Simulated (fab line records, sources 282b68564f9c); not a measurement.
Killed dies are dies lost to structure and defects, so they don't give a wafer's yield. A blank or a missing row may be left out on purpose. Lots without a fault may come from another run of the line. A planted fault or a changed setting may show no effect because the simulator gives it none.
Which tool did it? | flow rit_cmos | 13 lots, 39 wafers sampled, at 6 steps of a route of 202

WHAT THE GAUGES READ, wafer by wafer
RIT_FOX2_THK_MEAS_01. Usual: FOX2_OXIDE_THK 352 nm, standard deviation 6.6.
lot  | measured    | on            | FOX2_OXIDE_THK (nm) | flag
L252 | day 1 18:55 | film_metro-03 | 352 351 355         |
L253 | day 2 00:10 | film_metro-02 | 361 364 364         |
L255 | day 2 09:26 | film_metro-04 | 355 359 359         |
L259 | day 3 05:40 | film_metro-02 | 351 350 343         |
L261 | day 3 15:59 | film_metro-03 | 352 351 350         |
L265 | day 4 12:31 | film_metro-04 | 353 358 354         |
L266 | day 4 17:53 | film_metro-02 | 355 348 352         |
L268 | day 5 04:20 | film_metro-04 | 354 353 355         |
L270 | day 5 12:26 | film_metro-02 | 340 336 346         |
L271 | day 5 17:46 | film_metro-04 | 346 349 345         |
L272 | day 5 22:26 | film_metro-03 | 359 355 349         |
L273 | day 6 03:32 | film_metro-03 | 344 346 342         |
L275 | day 6 14:52 | film_metro-03 | 345 352 348         |

RIT_REOX_THK_MEAS_04. Usual: REOX_OXIDE_THK 24.4 nm, standard deviation 0.5.
lot  | measured    | on            | REOX_OXIDE_THK (nm) | flag
L252 | day 2 19:21 | film_metro-01 | 24.7 24.9 25.3      |
L253 | day 2 21:53 | film_metro-01 | 24.9 24.6 24.4      |
L255 | day 3 06:55 | film_metro-04 | 24.8 25.0 25.2      |
L259 | day 4 04:56 | film_metro-03 | 23.6 23.9 23.4      |
L261 | day 4 13:21 | film_metro-04 | 24.6 24.7 24.9      |
L265 | day 5 13:31 | film_metro-03 | 24.3 24.4 24.6      |
L266 | day 5 15:08 | film_metro-01 | 25.1 25.2 24.7      |
L268 | day 6 01:32 | film_metro-01 | 24.8 24.8 24.9      |
L270 | day 6 09:50 | film_metro-03 | 23.2 23.7 23.6      |
L271 | day 6 16:02 | film_metro-03 | 24.8 24.9 25.1      |
L272 | day 6 19:28 | film_metro-04 | 24.2 23.9 24.3      |
L273 | day 7 02:41 | film_metro-01 | 23.2 23.8 24.1      |
L275 | day 7 11:40 | film_metro-04 | 24.2 24.1 24.5      |

RIT_M1_RS_MEAS_01: measures by four-point-probe. Usual: M1_AL_RS 0.0737 ohm/sq, standard deviation 0.00093.
lot  | measured    | on            | M1_AL_RS (ohm/sq)    | flag
L252 | day 3 08:13 | film_metro-03 | 0.0727 0.0744 0.0726 |
L253 | day 3 10:17 | film_metro-01 | 0.0736 0.0738 0.0730 |
L255 | day 3 20:04 | film_metro-01 | 0.0729 0.0719 0.0716 |
L259 | day 4 17:23 | film_metro-03 | 0.0953 0.0731 0.0736 | OFF
L261 | day 5 01:39 | film_metro-03 | 0.0980 0.0746 0.0982 | OFF
L265 | day 6 02:34 | film_metro-03 | 0.0735 0.0737 0.0724 |
L266 | day 6 04:28 | film_metro-02 | 0.0741 0.0746 0.0746 |
L268 | day 6 14:15 | film_metro-02 | 0.0728 0.0729 0.0727 |
L270 | day 6 23:11 | film_metro-01 | 0.0728 0.0751 0.0732 |
L271 | day 7 05:19 | film_metro-01 | 0.0753 0.0761 0.0759 |
L272 | day 7 08:21 | film_metro-01 | 0.0745 0.0730 0.0731 |
L273 | day 7 15:37 | film_metro-02 | 0.0735 0.0720 0.0737 |
L275 | day 8 00:25 | film_metro-02 | 0.0732 0.0741 0.0745 |

RIT_M1_THK_MEAS_02: measures by xrf. Usual: M1_AL_THK 399 nm, standard deviation 5.2.
lot  | measured    | on            | M1_AL_THK (nm) | flag
L252 | day 3 08:19 | film_metro-03 | 407 398 407    |
L253 | day 3 10:24 | film_metro-01 | 399 399 401    |
L255 | day 3 20:11 | film_metro-01 | 401 407 410    |
L259 | day 4 17:31 | film_metro-03 | 335 404 402    | OFF
L261 | day 5 01:46 | film_metro-03 | 324 398 327    | OFF
L265 | day 6 02:40 | film_metro-03 | 400 400 404    |
L266 | day 6 04:34 | film_metro-02 | 394 389 392    |
L268 | day 6 14:22 | film_metro-02 | 400 401 402    |
L270 | day 6 23:19 | film_metro-01 | 406 393 403    |
L271 | day 7 05:26 | film_metro-01 | 390 390 387    |
L272 | day 7 08:28 | film_metro-01 | 394 399 401    |
L273 | day 7 15:44 | film_metro-02 | 397 405 394    |
L275 | day 8 00:32 | film_metro-02 | 398 394 390    |

RIT_M1_OVL_MEAS_10. Usual: M1_OVL -0.6 nm, standard deviation 1.3.
lot  | measured    | on         | M1_OVL (nm)    | flag
L252 | day 3 09:22 | overlay-02 | 0.4 0.3 -0.7   |
L253 | day 3 11:41 | overlay-01 | -0.3 -1.3 -2.1 |
L255 | day 3 21:22 | overlay-02 | -0.1 1.6 0.6   |
L259 | day 4 18:34 | overlay-02 | -1.2 0.1 -1.0  |
L261 | day 5 02:58 | overlay-02 | 1.1 3.0 2.0    |
L265 | day 6 03:53 | overlay-02 | -0.5 0.4 -1.1  |
L266 | day 6 05:37 | overlay-02 | 0.4 -1.5 -1.3  |
L268 | day 6 15:32 | overlay-01 | -2.0 -1.6 -2.8 |
L270 | day 7 00:30 | overlay-01 | -0.6 -0.6 -0.5 |
L271 | day 7 06:29 | overlay-01 | -1.0 0.3 -1.3  |
L272 | day 7 09:40 | overlay-01 | -3.1 -2.4 -1.7 |
L273 | day 7 16:47 | overlay-02 | -2.7 -1.4 -2.7 |
L275 | day 8 01:43 | overlay-01 | -1.3 -0.9 -1.2 |

WHICH TOOL RAN EACH LOT (tool, then ch and the chambers of the sampled wafers, then the start)
lot  | RIT_M1_SPUTTER_00
L252 | pvd_sputter-03, day 3 07:53
L253 | pvd_sputter-04, day 3 09:59
L255 | pvd_sputter-04, day 3 19:46
L259 | pvd_sputter-04, day 4 17:05
L261 | pvd_sputter-04, day 5 01:22
L265 | pvd_sputter-02, day 6 02:14
L266 | pvd_sputter-03, day 6 04:08
L268 | pvd_sputter-03, day 6 13:56
L270 | pvd_sputter-03, day 6 22:54
L271 | pvd_sputter-02, day 7 05:00
L272 | pvd_sputter-03, day 7 08:04
L273 | pvd_sputter-02, day 7 15:19
L275 | pvd_sputter-03, day 8 00:07
- RIT_M1_SPUTTER_00: material Al, target thk 400 nm, time 500 s.

WHAT THE TOOLS THEMSELVES READ (means of the sampled wafers that have a number; where no wafer has one, the mark that the record gives instead)
RIT_M1_SPUTTER_00. Usual: throttle_valve_pct 30.3 %, standard deviation 0.96.
lot  | tool           | throttle_valve_pct (%) | flag
L252 | pvd_sputter-03 | 30.9                   |
L253 | pvd_sputter-04 | 30.0                   |
L255 | pvd_sputter-04 | 29.8                   |
L259 | pvd_sputter-04 | 30.3                   |
L261 | pvd_sputter-04 | 30.0                   |
L265 | pvd_sputter-02 | 29.8                   |
L266 | pvd_sputter-03 | 30.5                   |
L268 | pvd_sputter-03 | 30.3                   |
L270 | pvd_sputter-03 | 31.6                   |
L271 | pvd_sputter-02 | 30.2                   |
L272 | pvd_sputter-03 | 31.2                   |
L273 | pvd_sputter-02 | 29.5                   |
L275 | pvd_sputter-03 | 30.4                   |

THE ANSWER, worked out from the rows above alone
Rule: a lot is off if the mean of its wafers that have a number lies more than 3 standard deviations from the usual mean. A lot without any number at a reading at which 4 lots or more have one is off too. The other lots that the step has rows for count as sound. The gauges are gone through in route order, then the tools' own readings, and for those a lot's mean is taken as printed above. The first step at which some lot is off is used, and at that step the reading that is off furthest; a lot without a number counts as furthest.
Off: L259, L261, at RIT_M1_RS_MEAS_01 (M1_AL_RS).
A tool fits if, at a process step before that reading, it ran every lot that is off, and no sound lot after the first of them. The gauges at RIT_M1_RS_MEAS_01 are tried like those tools. One fits: pvd_sputter-04 at RIT_M1_SPUTTER_00. Its last sound lot is L255 (day 3 19:46), its first lot that is off L259 (day 4 17:05): a fault that began between those two fits.

WHAT THE SIMULATOR HAD PUT IN
Site profile drift: pvd_sputter-04, from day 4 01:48 on, at RIT_M1_SPUTTER_00. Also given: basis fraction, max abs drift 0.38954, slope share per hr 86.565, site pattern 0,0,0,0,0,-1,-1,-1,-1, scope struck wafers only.
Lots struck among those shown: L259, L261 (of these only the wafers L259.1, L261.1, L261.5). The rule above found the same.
